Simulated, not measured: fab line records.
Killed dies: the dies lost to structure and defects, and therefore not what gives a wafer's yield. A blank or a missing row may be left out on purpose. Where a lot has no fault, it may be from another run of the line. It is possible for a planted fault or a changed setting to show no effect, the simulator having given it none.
Problem report, 8D (eight disciplines) form, completed by code || flow berkeley cmos170 || the parts of the form that need people (team, actions taken, sign-off) are left out

== 1. WHAT WENT WRONG ==
Mean of run length s at UCB170_V2_ETCH_14: 497.0 s across 6 wafers in 2 lots; on wafers with no fault it is 319.3 s (standard deviation 0.42). So: +99 or more standard deviations from the usual mean.
The step: etches SiO2 in CHF3/CF4/Ar, stops on Al, target depth 1250 nm, time 291 s.
The first sign was on wafer L961.2 at day 10 14:21, on rie diel-04. At this step, 42 wafers from 14 lots have a number in the record. Rule for "out", or "out of limits": more than 4 standard deviations from the usual mean. All remaining wafers that have a number are taken as sound.

== 2. WHAT IT IS AND WHAT IT IS NOT ==
{"question": "which readings at this step", "is": "run length s, oes product au", "is not": "drypump motor current A, throttle valve pct"}
{"question": "which lots", "is": "L961, L965", "is not": "L947, L948, L949, L952, L954, L955, L956, L957, L958, L959, L964, L970"}
{"question": "which wafers of those lots", "is": "all that have a number", "is not": "-"}
{"question": "read on which tools", "is": "rie diel-04", "is not": "rie diel-01, rie diel-02"}
{"question": "when", "is": "from day 10 14:21", "is not": "up to then (33 sound wafers); but 3 sound wafers of L970 came after"}

== 3. THE SUSPECTS, EACH WITH WHAT RULES IT OUT ==
Counting: a tool at a process step up to the reading stays a suspect if it ran every lot that is out and no sound lot after the first of them.
- rie diel-04 at UCB170_V2_ETCH_14 (etches SiO2 in CHF3/CF4/Ar, stops on Al, target depth 1250 nm, time 291 s): kept. All lots that are out passed through it, beginning with L961 at day 10 14:21, and no sound lot followed; its final sound lot before that point was L959 at day 9 12:42. Out on those wafers are its own readings of oes product au, run length s.
Left after counting: rie diel-04 at UCB170_V2_ETCH_14.

== 4. THE CAUSE (what the simulator had put in) ==
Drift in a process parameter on rie diel-04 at UCB170_V2_ETCH_14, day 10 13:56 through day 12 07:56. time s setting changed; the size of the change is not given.
After counting, this tool was the only one left.

== 5. SEQUENCE OF EFFECTS, ordered by route ==
Each row: a reading whose mean over the struck wafers that have a number lies more than 3 standard deviations from the usual. Readings are gone through only where the record gives a usual standard deviation; hours: the median, over the lots, of the time from a lot's start at the first step in this table giving one to that lot's start at this step; sigmas: the change measured in usual standard deviations.
{"hours": 0, "step": "UCB170_V2_ETCH_14", "reading": "oes product au", "usual": "0.879 a.u.", "on struck wafers": 0.679, "change": -0.200, "sigmas": -15}
{"hours": 0, "step": "UCB170_V2_ETCH_14", "reading": "run length s", "usual": "319.3 s", "on struck wafers": 497.0, "change": "+177.7", "sigmas": "+99 or more"}
{"hours": 0, "step": "UCB170_V2_STRIP_15", "reading": "oes product au", "usual": "0.722 a.u.", "on struck wafers": 0.700, "change": -0.022, "sigmas": -5.0}
{"hours": 0, "step": "UCB170_V2_STRIP_15", "reading": "strip time to endpoint s", "usual": "15.29 s", "on struck wafers": 11.29, "change": -4.00, "sigmas": -50}
{"hours": 0, "step": "UCB170_V2_CD_MEAS_90", "reading": "cd nm", "usual": "700.2 nm", "on struck wafers": 704.9, "change": "+4.6", "sigmas": "+3.1"}
The process steps in it:
- UCB170_V2_ETCH_14: etches SiO2 in CHF3/CF4/Ar, stops on Al, target depth 1250 nm, time 291 s.
- UCB170_V2_STRIP_15: strips in O2.

== 6. WHAT WOULD HAVE CAUGHT IT SOONER ==
0 hours passed between the start of the fault at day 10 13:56 and the first reading out of limits in this record, taken at day 10 14:21.
